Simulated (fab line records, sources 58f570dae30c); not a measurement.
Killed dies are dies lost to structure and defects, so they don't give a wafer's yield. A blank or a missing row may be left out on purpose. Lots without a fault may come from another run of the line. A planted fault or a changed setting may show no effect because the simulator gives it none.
One fault seen from 2 desks | flow berkeley_cmos170 | each desk has only its own numbers; what lay behind them comes last

THE TOOL OWNER'S DESK: rtp_anneal-02
The tool's own readings at UCB170_CONTACT_RTA_08 (time 10 s): means of the sampled wafers that have a number, for each lot that ran on this tool. A lot is out of limits, marked OUT, if its mean lies more than 4 standard deviations from the usual mean; the brackets give that distance.
Columns: A = lamp_power_pct at UCB170_CONTACT_RTA_08, usual 24.2 %; B = wafer_temp_C_max at UCB170_CONTACT_RTA_08, usual 904.3
lot  | first seen here | A    | B
L472 | day 8 22:10     | 23.1 | 902.5
L490 | day 12 17:37    | 24.5 | 923.5 (+21) OUT
L489 | day 12 17:53    | 24.5 | 923.6 (+21) OUT
This desk's finding: out of limits on L489, L490; first on L490, day 12 17:37 (wafer_temp_C_max at UCB170_CONTACT_RTA_08). In limits: L472.

THE METROLOGY DESK
What the gauges read, lot by lot, whatever tool the lot ran on: means of the sampled wafers that have a number. A lot is out of limits, marked OUT, if its mean lies more than 4 standard deviations from the usual mean; the brackets give that distance.
Columns: A = SILICIDE_TI_RS at UCB170_SILICIDE_RS_MEAS_02, usual 26.1 ohm/sq; B = SILICIDE_TI_THK at UCB170_SILICIDE_THK_MEAS_03, usual 30.2 nm; C = CONTACT_PSG_THK at UCB170_CONTACT_THK_MEAS_02, usual 711 nm
lot  | first seen here | A    | B    | C
L469 | day 8 08:43     | 25.9 | 30.5 | 706
L472 | day 8 18:55     | 26.7 | 29.6 | 715
L477 | day 9 18:26     | 26.6 | 29.8 | 710
L484 | day 11 08:47    | 26.5 | 29.7 | 710
L490 | day 12 13:02    | 26.0 | 30.3 | 715
L489 | day 12 13:29    | 26.2 | 30.2 | 712
This desk's finding: nothing out of limits on any of the 6 lots.

PUT TOGETHER
The tool owner's desk could have raised an alarm at day 12 17:37, on L489, L490.
The metrology desk saw nothing out of limits.
The metrology desk has L489, L490 on record, within its limits.
Of the lots named, all ran UCB170_CONTACT_RTA_08 on rtp_anneal-02.

WHAT THE SIMULATOR HAD PUT IN
Process parameter drift: rtp_anneal-02, from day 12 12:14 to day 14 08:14, at UCB170_CONTACT_RTA_08. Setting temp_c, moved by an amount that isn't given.
Lots struck among those shown: L489, L490.
Hours from the fault's start to each desk's first reading out of limits: the tool owner's desk, 5.
